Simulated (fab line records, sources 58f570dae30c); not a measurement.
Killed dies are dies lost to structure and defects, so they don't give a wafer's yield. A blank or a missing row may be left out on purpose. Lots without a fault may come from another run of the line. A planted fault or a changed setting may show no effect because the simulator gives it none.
Which tool did it? | flow berkeley_cmos170 | 14 lots, 42 wafers sampled, at 2 steps of a route of 331

WHAT THE GAUGES READ, wafer by wafer
UCB170_V1_CD_MEAS_12: target cd 700 nm.
lot  | measured     | on        | cd_nm (nm)
L400 | day 6 20:04  | cd_sem-01 | 699.5 700.6 700.9
L401 | day 7 11:10  | cd_sem-02 | 698.3 698.5 699.6
L406 | day 8 00:32  | cd_sem-01 | 703.3 702.3 704.5
L403 | day 8 00:47  | cd_sem-01 | 700.6 701.9 701.1
L402 | day 8 01:06  | cd_sem-02 | 700.1 700.1 700.6
L405 | day 8 01:07  | cd_sem-01 | 697.9 698.5 698.8
L407 | day 8 06:05  | cd_sem-02 | 699.6 700.4 701.0
L408 | day 8 06:17  | cd_sem-01 | 700.8 701.1 699.5
L409 | day 8 20:15  | cd_sem-01 | 701.4 701.9 702.2
L412 | day 9 07:04  | cd_sem-01 | 700.8 700.2 701.3
L413 | day 10 03:01 | cd_sem-02 | 711.9 703.9 707.5
L414 | day 10 03:15 | cd_sem-02 | 705.5 706.7 704.0
L418 | day 11 03:17 | cd_sem-02 | 699.8 700.2 699.7
L419 | day 11 12:09 | cd_sem-02 | 701.0 701.3 701.8

WHICH TOOL RAN EACH LOT (tool, then ch and the chambers of the sampled wafers, then the start)
lot  | UCB170_V1_EXPOSE_09
L400 | krf_scanner-02 ch 0, day 6 19:38
L401 | krf_scanner-01 ch 0, day 7 10:47
L406 | krf_scanner-02 ch 0, day 8 00:08
L403 | krf_scanner-01 ch 0, day 8 00:24
L402 | krf_scanner-02 ch 0, day 8 00:38
L405 | krf_scanner-02 ch 0, day 8 00:43
L407 | krf_scanner-02 ch 0, day 8 05:07
L408 | krf_scanner-01 ch 0, day 8 05:22
L409 | krf_scanner-02 ch 0, day 8 19:52
L412 | krf_scanner-01 ch 0, day 9 06:29
L413 | krf_scanner-02 ch 0, day 10 02:08
L414 | krf_scanner-02 ch 0, day 10 02:19
L418 | krf_scanner-01 ch 0, day 11 02:40
L419 | krf_scanner-01 ch 0, day 11 11:30
- UCB170_V1_EXPOSE_09: exposes mask VIA1, target cd 700 nm.

WHAT THE TOOLS THEMSELVES READ (means of the sampled wafers that have a number; where no wafer has one, the mark that the record gives instead)
UCB170_V1_EXPOSE_09.
lot  | tool           | focus_offset_nm (nm) | stage_vel_mm_s (mm/s)
L400 | krf_scanner-02 | -0.3                 | 500.28
L401 | krf_scanner-01 | 0.3                  | 500.05
L406 | krf_scanner-02 | 0.2                  | 499.94
L403 | krf_scanner-01 | 0.5                  | 500.04
L402 | krf_scanner-02 | 0.5                  | 499.83
L405 | krf_scanner-02 | -0.2                 | 500.06
L407 | krf_scanner-02 | -0.2                 | 500.34
L408 | krf_scanner-01 | -0.1                 | 499.86
L409 | krf_scanner-02 | -0.2                 | 500.10
L412 | krf_scanner-01 | -0.1                 | 500.17
L413 | krf_scanner-02 | 0.8                  | 500.08
L414 | krf_scanner-02 | 0.0                  | 500.20
L418 | krf_scanner-01 | 0.4                  | 500.00
L419 | krf_scanner-01 | 0.2                  | 499.96

THE ANSWER, worked out from the rows above alone
Rule: what is usual is taken from the lots themselves. Put in order of their means at a reading, lots are off if they are a third of the lots or fewer, leave a main group of 4 or more, and stand apart from it by a gap of 3 or more times the standard deviation of the main group's means; of several such gaps the widest counts. A main group whose means are all the same, to the digits that the tables above print for the reading, isn't used. A lot without any number at a reading at which 4 lots or more have one is off too. The other lots that the step has rows for count as sound. The gauges are gone through in route order, then the tools' own readings, and for those a lot's mean is taken as printed above. The first step at which some lot is off is used, and at that step the reading that is off furthest; a lot without a number counts as furthest.
No lot is off at any reading shown: from this, nothing can be told.

WHAT THE SIMULATOR HAD PUT IN
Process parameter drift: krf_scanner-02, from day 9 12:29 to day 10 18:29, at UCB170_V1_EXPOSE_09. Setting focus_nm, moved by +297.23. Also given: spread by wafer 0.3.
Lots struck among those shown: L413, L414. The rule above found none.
